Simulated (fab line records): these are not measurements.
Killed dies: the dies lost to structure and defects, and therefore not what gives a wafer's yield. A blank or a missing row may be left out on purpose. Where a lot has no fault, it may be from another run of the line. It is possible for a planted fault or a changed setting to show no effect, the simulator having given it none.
A single fault, viewed from 2 desks / flow berkeley-cmos170 / each desk holds nothing but its own numbers, with what lay behind them at the end

## THE METROLOGY DESK
What the gauges read for every lot (on any tool): the sampled wafers with a number, averaged. If a lot's mean is further than 4 standard deviations from the usual mean, the lot is out of limits and carries the mark OUT (the distance appears in the brackets).
Columns: A = V1_OVL at UCB170_V1_OVL_MEAS_13, usual 2 nm; B = V2_POLISHED_THK at UCB170_V2_THK_MEAS_04, usual 999.5 nm; C = cd-nm at UCB170_V2_CD_MEAS_12, usual 700.1 nm; D = cd-nm at UCB170_M3_CD_MEAS_15, usual 700.2 nm
lot=L730; first seen here=day 8 04:10; A=1; B=1001.1; C=698.6; D=701.1
lot=L729; first seen here=day 8 04:30; A=1; B=998.9; C=700.3; D=701.4
lot=L732; first seen here=day 8 13:28; A=-2; B=1000.4; C=702.6; D=701.6
lot=L731; first seen here=day 8 14:04; A=15; B=999.6; C=698.7; D=701.2
lot=L733; first seen here=day 8 20:52; A=7; B=999.3; C=700.4; D=700.1
lot=L734; first seen here=day 8 21:57; A=3; B=999.6; C=700.8; D=700.4
lot=L738; first seen here=day 9 06:22; A=-5; B=999.7; C=700.5; D=700.6
lot=L736; first seen here=day 9 06:59; A=6; B=997.9; C=699.5; D=700.7
lot=L743; first seen here=day 10 18:58; A=-2; B=1000.0; C=699.8; D=715.2 (+11) OUT
lot=L742; first seen here=day 10 20:52; A=5; B=998.6; C=700.5; D=700.3
lot=L746; first seen here=day 10 21:08; A=8; B=1000.9; C=701.9; D=711.3 (+7.9) OUT
lot=L748; first seen here=day 11 15:35; A=0; B=998.4; C=700.7; D=708.6 (+6.0) OUT
lot=L747; first seen here=day 11 16:11; A=1; B=1000.0; C=701.0; D=701.5
lot=L751; first seen here=day 11 23:01; A=5; B=1000.9; C=699.5; D=697.9
lot=L752; first seen here=day 12 06:21; A=1; B=1000.7; C=698.7; D=696.9
This desk finds L743, L746, L748 out of limits, L743 being first, at day 11 04:32 (cd-nm at UCB170_M3_CD_MEAS_15). L730, L729, L732, L731, L733, L734, L738, L736, L742, L747, L751, L752 stayed within limits.

## DESK OF THE TOOL OWNER: krf-scanner-02
The tool's own readings at UCB170_M3_EXPOSE_12 (exposes mask METAL3, target cd 700 nm): means of the sampled wafers that have a number, for each lot that ran on this tool. If a lot's mean is further than 4 standard deviations from the usual mean, the lot is out of limits and carries the mark OUT (the distance appears in the brackets).
Columns: A = exposure-dose-mJ-cm2 at UCB170_M3_EXPOSE_12, usual 25.956
lot=L732; first seen here=day 8 22:28; A=25.964
lot=L733; first seen here=day 9 05:22; A=25.958
lot=L734; first seen here=day 9 05:46; A=25.914
lot=L738; first seen here=day 9 14:45; A=25.968
lot=L743; first seen here=day 11 03:58; A=23.846 (-78) OUT
lot=L746; first seen here=day 11 07:03; A=24.266 (-63) OUT
lot=L748; first seen here=day 11 23:40; A=24.606 (-50) OUT
This desk finds L743, L746, L748 out of limits, L743 being first, at day 11 03:58 (exposure-dose-mJ-cm2 at UCB170_M3_EXPOSE_12). L732, L733, L734, L738 stayed within limits.

## TAKEN TOGETHER
On L743, L746, L748, at day 11 03:58, an alarm was possible from the tool owner's desk.
The metrology desk could have raised an alarm at day 11 04:32, on L743, L746, L748.
On krf-scanner-02, each named lot ran UCB170_M3_EXPOSE_12.

## WHAT THE SIMULATOR HAD PUT IN
Process parameter drift: krf-scanner-02, from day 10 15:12 on, at UCB170_M3_EXPOSE_12. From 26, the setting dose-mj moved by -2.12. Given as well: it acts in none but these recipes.
Struck lots among those shown: L743, L746, L748.
Hours from the fault's start to each desk's first reading out of limits: the tool owner's desk, 13; the metrology desk, 13.
